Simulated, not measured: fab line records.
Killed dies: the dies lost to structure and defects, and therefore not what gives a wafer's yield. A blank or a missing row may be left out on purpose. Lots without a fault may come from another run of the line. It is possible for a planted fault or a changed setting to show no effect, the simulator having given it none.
Split-lot experiment + flow rit_cmos + 5 lots, 23 wafers read, on a route of 202 steps

## ABOUT THE SPLIT
At RIT_FOX2_OXIDATION_00 (target thk 350.7 nm, ox time 1130 s), the setting temp_c was moved away from the recipe's 1100 C on 20 of the 23 wafers read, by -2.9% to +1.8%. The other wafers ran this setting at the recipe's value.

## FROM THE SPLIT TO THE READING: what the file shows between them, 13 steps
- RIT_FOX2_THK_MEAS_01
- RIT_FOX2_CLEAN_02: cleans in dHF, time 180 s
- RIT_FOX2_WET_ETCH_03: etches Si3N4 in H3PO4, target depth 195 nm, time 2700 s
- RIT_FOX2_THK_MEAS_90
- RIT_NWELL_DEVELOP_05: develop time 68 s (also split here: develop_time_s)
- RIT_NRETRO_IMPLANT_08 (also split here: energy_kev)
- RIT_NRETRO_STRIP_09: strips in O2, time 180 s
- RIT_NRETRO_TW_MEAS_10
- RIT_PRETRO_HARDBAKE_07: time 120 s (also split here: temp_c)
- RIT_PRETRO_IMPLANT_08 (also split here: dose_cm2)
- RIT_PRETRO_STRIP_09: strips in O2, time 180 s
- RIT_GATE_CLEAN_03: cleans in SC2, time 600 s
- RIT_GATE_CLEAN_04: cleans in dHF, time 60 s

## THE READING
FIELD_OXIDE_LEFT_2_THK in nanometres, read at RIT_FOX2_THK_MEAS_91. Typical for fault-free wafers on this fab line: 254 nm, with standard deviation 7.4 nm.

| wafer  | tool, chamber at the split | temp_c as run, C | against the recipe | FIELD_OXIDE_LEFT_2_THK, nm | against lot-mates on the recipe |
|--------|----------------------------|------------------|--------------------|----------------------------|---------------------------------|
| L074.1 | furnace-01, 0              | 1100             | recipe             | 254                        | -                               |
| L074.2 | furnace-01, 0              | 1100             | recipe             | 254                        | -                               |
| L074.5 | furnace-01, 0              | 1100             | recipe             | 258                        | -                               |
| L075.1 | -, -                       | 1072             | -2.5%              | 205                        | no lot-mate on the recipe       |
| L075.2 | -, -                       | 1072             | -2.5%              | 200                        | no lot-mate on the recipe       |
| L075.4 | -, -                       | 1072             | -2.5%              | 206                        | no lot-mate on the recipe       |
| L075.5 | -, -                       | 1072             | -2.5%              | 198                        | no lot-mate on the recipe       |
| L075.6 | -, -                       | 1072             | -2.5%              | 199                        | no lot-mate on the recipe       |
| L079.1 | -, -                       | 1071             | -2.6%              | 196                        | no lot-mate on the recipe       |
| L079.2 | -, -                       | 1071             | -2.6%              | 198                        | no lot-mate on the recipe       |
| L079.4 | -, -                       | 1071             | -2.6%              | 189                        | no lot-mate on the recipe       |
| L079.5 | -, -                       | 1071             | -2.6%              | 195                        | no lot-mate on the recipe       |
| L079.6 | -, -                       | 1071             | -2.6%              | 188                        | no lot-mate on the recipe       |
| L080.1 | -, -                       | 1120             | +1.8%              | 281                        | no lot-mate on the recipe       |
| L080.2 | -, -                       | 1120             | +1.8%              | 273                        | no lot-mate on the recipe       |
| L080.4 | -, -                       | 1120             | +1.8%              | 275                        | no lot-mate on the recipe       |
| L080.5 | -, -                       | 1120             | +1.8%              | 274                        | no lot-mate on the recipe       |
| L080.6 | -, -                       | 1120             | +1.8%              | 273                        | no lot-mate on the recipe       |
| L085.1 | -, -                       | 1068             | -2.9%              | 199                        | no lot-mate on the recipe       |
| L085.2 | -, -                       | 1068             | -2.9%              | 207                        | no lot-mate on the recipe       |
| L085.3 | -, -                       | 1068             | -2.9%              | 206                        | no lot-mate on the recipe       |
| L085.4 | -, -                       | 1068             | -2.9%              | 203                        | no lot-mate on the recipe       |
| L085.6 | -, -                       | 1068             | -2.9%              | 206                        | no lot-mate on the recipe       |

THE FIT
A straight line over all 23 wafers: FIELD_OXIDE_LEFT_2_THK changes by +17.1 nm for each +1% of temp_c; r = +0.98; the points scatter about the line by 7.3 nm.
Too few moved wafers have a lot-mate on the recipe to fit a line with each lot's own level taken away.

## THE WHOLE CHAIN: every reading that the file lists as answering this split, in the file's order
| step                  | what it does                        | reading                                                                           | change (the file's fit)              | r (the file's) |
|-----------------------|-------------------------------------|-----------------------------------------------------------------------------------|--------------------------------------|----------------|
| RIT_FOX2_OXIDATION_00 | target thk 350.7 nm, ox time 1130 s | SiO2_of_FOX2_OXIDATION_00.thk_nm (the simulator's own value, which no gauge read) | +17.1 nm for each +1% of the setting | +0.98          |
| RIT_FOX2_THK_MEAS_01  |                                     | FOX2_OXIDE_THK                                                                    | +17.1 for each +1% of the setting    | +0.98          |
| RIT_FOX2_THK_MEAS_90  |                                     | FIELD_OXIDE_LEFT_1_THK                                                            | +17.2 for each +1% of the setting    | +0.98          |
| RIT_FOX2_THK_MEAS_91  |                                     | FIELD_OXIDE_LEFT_2_THK                                                            | +17.2 for each +1% of the setting    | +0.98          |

## THE FILE'S OWN FIT
FIELD_OXIDE_LEFT_2_THK changes by +17.2 nm for each +1% of temp_c, r = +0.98.
